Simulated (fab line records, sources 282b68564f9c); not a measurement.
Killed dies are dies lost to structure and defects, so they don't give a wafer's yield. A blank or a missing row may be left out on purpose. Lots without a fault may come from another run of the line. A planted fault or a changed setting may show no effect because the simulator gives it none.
Problem report in the 8D (eight disciplines) form, filled by code | flow rit_cmos | the parts of the form that need people (team, actions taken, sign-off) are left out

1. THE PROBLEM
cd_nm at RIT_ACTIVE_CD_MEAS_11 reads a mean of 1442.4 nm on 9 wafers of 3 lots; wafers without a fault read 1400.4 nm with a standard deviation of 2.3. That is +18 standard deviations from the usual mean.
The step: target cd 1400 nm.
First seen on wafer L974.3, day 4 12:36, on cd_sem-01. The record holds 45 wafers of 15 lots with a number at this step. Rule for "out", or "out of limits": more than 4 standard deviations from the usual mean. The other wafers with a number count as sound.

2. WHAT IT IS AND WHAT IT IS NOT
question                    | is                     | is not
which readings at this step | cd_nm                  | -
which lots                  | L974, L976, L977       | L960, L962, L963, L964, L966, L967, L968, L969, L970, L972, L975, L983
which wafers of those lots  | all that have a number | -
read on which gauges        | cd_sem-01, cd_sem-02   | -
when                        | from day 4 12:36       | up to then (30 sound wafers); but 6 sound wafers of L975, L983 came after

3. SUSPECTS, AND WHAT RULES EACH OUT
Counting: a tool at a process step up to the reading stays a suspect if it ran every lot that is out and no sound lot after the first of them.
- the gauge at RIT_ACTIVE_CD_MEAS_11: ruled out. The wafers that are out were read on 2 gauges (cd_sem-01, cd_sem-02).
- litho_track-02 at RIT_ACTIVE_DEVELOP_10 (develop time 50 s): kept. It ran every lot that is out, first L974 (day 4 12:00), and no sound lot after that; its last sound lot up to then is L972 (day 4 02:00).
Left after counting: litho_track-02 at RIT_ACTIVE_DEVELOP_10.

4. THE CAUSE (what the simulator had put in)
Process parameter drift: litho_track-02, from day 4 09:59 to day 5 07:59, at RIT_ACTIVE_DEVELOP_10. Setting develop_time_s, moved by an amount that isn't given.
Counting left only this tool.

5. THE CHAIN OF EFFECTS, in route order
Each row: a reading whose mean over the struck wafers that have a number lies more than 3 standard deviations from the usual. Only readings for which the record gives a usual standard deviation are gone through. hours: the time from each lot's start at the first step in this table that gives one to its start at this step, as a median over the lots. sigmas: the change in usual standard deviations.
hours | step                  | reading | usual     | on struck wafers | change | sigmas
0     | RIT_ACTIVE_CD_MEAS_11 | cd_nm   | 1400.4 nm | 1442.4           | +42.0  | +18

6. WHAT WOULD HAVE CAUGHT IT SOONER
In this record the first reading out of limits at a measuring or inspecting step was taken at day 4 12:36, 3 hours after the fault began at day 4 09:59.
Of the tool readings at RIT_ACTIVE_DEVELOP_10 for which the record gives a usual standard deviation, none was out on any struck wafer, so an alarm limit of 4 standard deviations on them would not have fired.
Of the lots that are out (3), L976, L977 began RIT_ACTIVE_DEVELOP_10 on litho_track-02 after day 4 12:36. A hold on the tool at that time would have spared those 2.
